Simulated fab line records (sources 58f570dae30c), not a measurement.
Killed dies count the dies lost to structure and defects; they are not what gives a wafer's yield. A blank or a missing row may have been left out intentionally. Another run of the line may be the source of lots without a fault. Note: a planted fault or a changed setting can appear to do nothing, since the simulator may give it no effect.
Which tool was responsible? | flow berkeley cmos170 | 14 lots (42 wafers sampled), 1 step of a 331-step route

== WHAT THE GAUGES SHOWED, per wafer ==
No reading from a measuring or inspecting step in the record can be judged against a usual standard deviation.

== TOOL THAT RAN EACH LOT (tool first, then ch and the chambers of the sampled wafers, then the start) ==
lot  | UCB170_ZERO_STRIP_07
L911 | plasma asher-03 ch 0,1, day 1 21:04
L912 | plasma asher-03 ch 0,1, day 1 22:37
L914 | plasma asher-04 ch 0,1, day 2 06:19
L915 | plasma asher-02 ch 0,1, day 2 17:53
L916 | plasma asher-02 ch 0,1, day 2 18:07
L918 | plasma asher-04 ch 0,1, day 3 07:26
L920 | plasma asher-04 ch 0,1, day 3 15:37
L926 | plasma asher-02 ch 0,1, day 4 22:34
L927 | plasma asher-03 ch 0,1, day 5 02:02
L928 | plasma asher-03 ch 0,1, day 5 06:51
L930 | plasma asher-03 ch 0,1, day 5 19:16
L931 | plasma asher-03 ch 0,1, day 6 01:34
L933 | plasma asher-04 ch 0,1, day 6 08:42
L932 | plasma asher-03 ch 0, day 6 08:44
- UCB170_ZERO_STRIP_07: strips in O2.

== WHAT THE TOOLS THEMSELVES READ (means of the sampled wafers that have a number; where no wafer has one, the mark that the record gives instead) ==
UCB170_ZERO_STRIP_07.
lot  | tool            | chamber pressure mTorr (mTorr) | drypump motor current A (A) | oes product au (a.u.) | strip time to endpoint s (s)
L911 | plasma asher-03 | 3499                           | 5.9                         | 0.735                 | 21.49
L912 | plasma asher-03 | 3499                           | 5.9                         | 0.731                 | 21.58
L914 | plasma asher-04 | 3502                           | 5.2                         | 0.726                 | 21.64
L915 | plasma asher-02 | -                              | -                           | -                     | -
L916 | plasma asher-02 | -                              | -                           | -                     | -
L918 | plasma asher-04 | 3501                           | 5.2                         | 0.726                 | 21.44
L920 | plasma asher-04 | 3502                           | 5.2                         | 0.728                 | 21.52
L926 | plasma asher-02 | 3500                           | 5.8                         | 0.727                 | 21.44
L927 | plasma asher-03 | 3499                           | 5.8                         | 0.729                 | 21.58
L928 | plasma asher-03 | 3500                           | 6.0                         | 0.728                 | 21.50
L930 | plasma asher-03 | 3500                           | 6.0                         | 0.728                 | 21.36
L931 | plasma asher-03 | 3500                           | 5.8                         | 0.729                 | 21.45
L933 | plasma asher-04 | 3501                           | 5.2                         | 0.725                 | 21.54
L932 | plasma asher-03 | 3502                           | 6.0                         | 0.723                 | 21.53

== THE ANSWER, worked out from the rows above alone ==
Rule: the usual values come from the lots themselves. The widest of any qualifying gaps counts: lots, ordered by their means at a reading, are off when they make up no more than a third of the lots, leave a main group of 4 or more, and stand apart from it by 3 or more times the standard deviation of that group's means. Not used: any main group whose means are identical at the precision the tables above print for the reading. Also off: a lot with no number at a reading for which 4 or more lots have one. All remaining lots with rows at the step are treated as sound. After the gauges, taken in route order, come the tools' own readings; for these a lot's mean is taken, as printed above. At the first step where some lot is off, the reading lying furthest off is the one used; lots without a number count as furthest.
Off: L915, L916 (UCB170_ZERO_STRIP_07, chamber pressure mTorr). Without a number there: L915, L916. For the main group the mean is 3500 mTorr and the standard deviation 1.1.
A tool fits if, at that step or a process step before it, it ran every lot that is off, and no sound lot after the first of them. Not one of the candidates tried fits.

== WHAT HAD BEEN PUT IN BY THE SIMULATOR ==
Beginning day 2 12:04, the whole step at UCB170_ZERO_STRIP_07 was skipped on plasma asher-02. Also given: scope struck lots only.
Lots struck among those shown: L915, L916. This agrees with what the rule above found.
